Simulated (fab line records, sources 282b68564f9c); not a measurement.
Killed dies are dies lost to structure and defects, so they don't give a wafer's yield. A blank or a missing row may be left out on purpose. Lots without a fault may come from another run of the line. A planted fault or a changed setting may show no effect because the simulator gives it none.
Split-lot experiment | flow rit_cmos | 5 lots, 23 wafers read, on a route of 202 steps

THE SPLIT
At RIT_SPACER_CVD_03 (deposits Si3N4 from SiH2Cl2/NH3, target thk 250 nm, time 3300 s), the setting nh3_flow_sccm was moved away from the recipe's 150 sccm on 15 of the 23 wafers read, by -10.5% to +12.8%. The other wafers ran this setting at the recipe's value.

FROM THE SPLIT TO THE READING: what the file shows between them, 3 steps
- RIT_NSD_SOFTBAKE_02: time 60 s (also split here: temp_c)
- RIT_PSD_IMPLANT_08 (also split here: dose_cm2)
- RIT_PSD_STRIP_09: strips in O2, time 180 s

THE READING
Si3N4_of_SPACER_CVD_03.thk_nm (the simulator's own value, which no gauge read), in nm, at RIT_SDANNEAL_CLEAN_00 (cleans in SC1, time 600 s). The file gives no usual value for it. The 8 wafers here that ran the recipe average 196.5 nm, standard deviation 1.9 nm.

wafer  | tool, chamber at the split | nh3_flow_sccm as run, sccm | against the recipe | Si3N4_of_SPACER_CVD_03.thk_nm, nm | against lot-mates on the recipe
L080.2 | -, -                       | 134.3                      | -10.5%             | 182.3                             | no lot-mate on the recipe
L080.3 | -, -                       | 134.3                      | -10.5%             | 183.7                             | no lot-mate on the recipe
L080.4 | -, -                       | 134.3                      | -10.5%             | 182                               | no lot-mate on the recipe
L080.5 | -, -                       | 134.3                      | -10.5%             | 182.8                             | no lot-mate on the recipe
L080.6 | -, -                       | 134.3                      | -10.5%             | 184.4                             | no lot-mate on the recipe
L081.1 | -, -                       | 150                        | recipe             | 195.2                             | -
L081.5 | -, -                       | 150                        | recipe             | 195.2                             | -
L081.2 | -, -                       | 150                        | recipe             | 196.7                             | -
L081.3 | -, -                       | 150                        | recipe             | 193.3                             | -
L081.6 | -, -                       | 150                        | recipe             | 195.6                             | -
L082.1 | -, -                       | 136.1                      | -9.3%              | 182                               | no lot-mate on the recipe
L082.3 | -, -                       | 136.1                      | -9.3%              | 180.8                             | no lot-mate on the recipe
L082.4 | -, -                       | 136.1                      | -9.3%              | 180.4                             | no lot-mate on the recipe
L082.5 | -, -                       | 136.1                      | -9.3%              | 179.7                             | no lot-mate on the recipe
L082.6 | -, -                       | 136.1                      | -9.3%              | 180.2                             | no lot-mate on the recipe
L083.1 | lpcvd-01, 0                | 150                        | recipe             | 198.9                             | -
L083.3 | lpcvd-01, 0                | 150                        | recipe             | 198.3                             | -
L083.5 | lpcvd-01, 0                | 150                        | recipe             | 198.6                             | -
L085.1 | -, -                       | 169.2                      | +12.8%             | 216                               | no lot-mate on the recipe
L085.2 | -, -                       | 169.2                      | +12.8%             | 216.3                             | no lot-mate on the recipe
L085.3 | -, -                       | 169.2                      | +12.8%             | 214.4                             | no lot-mate on the recipe
L085.5 | -, -                       | 169.2                      | +12.8%             | 217.5                             | no lot-mate on the recipe
L085.6 | -, -                       | 169.2                      | +12.8%             | 215.8                             | no lot-mate on the recipe

THE FIT
A straight line over all 23 wafers: Si3N4_of_SPACER_CVD_03.thk_nm changes by +1.5 nm for each +1% of nh3_flow_sccm; r = +0.99; the points scatter about the line by 2 nm.
Too few moved wafers have a lot-mate on the recipe to fit a line with each lot's own level taken away.

THE FILE'S OWN FIT
Si3N4_of_SPACER_CVD_03.thk_nm changes by +1.5 nm for each +1% of nh3_flow_sccm, r = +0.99.
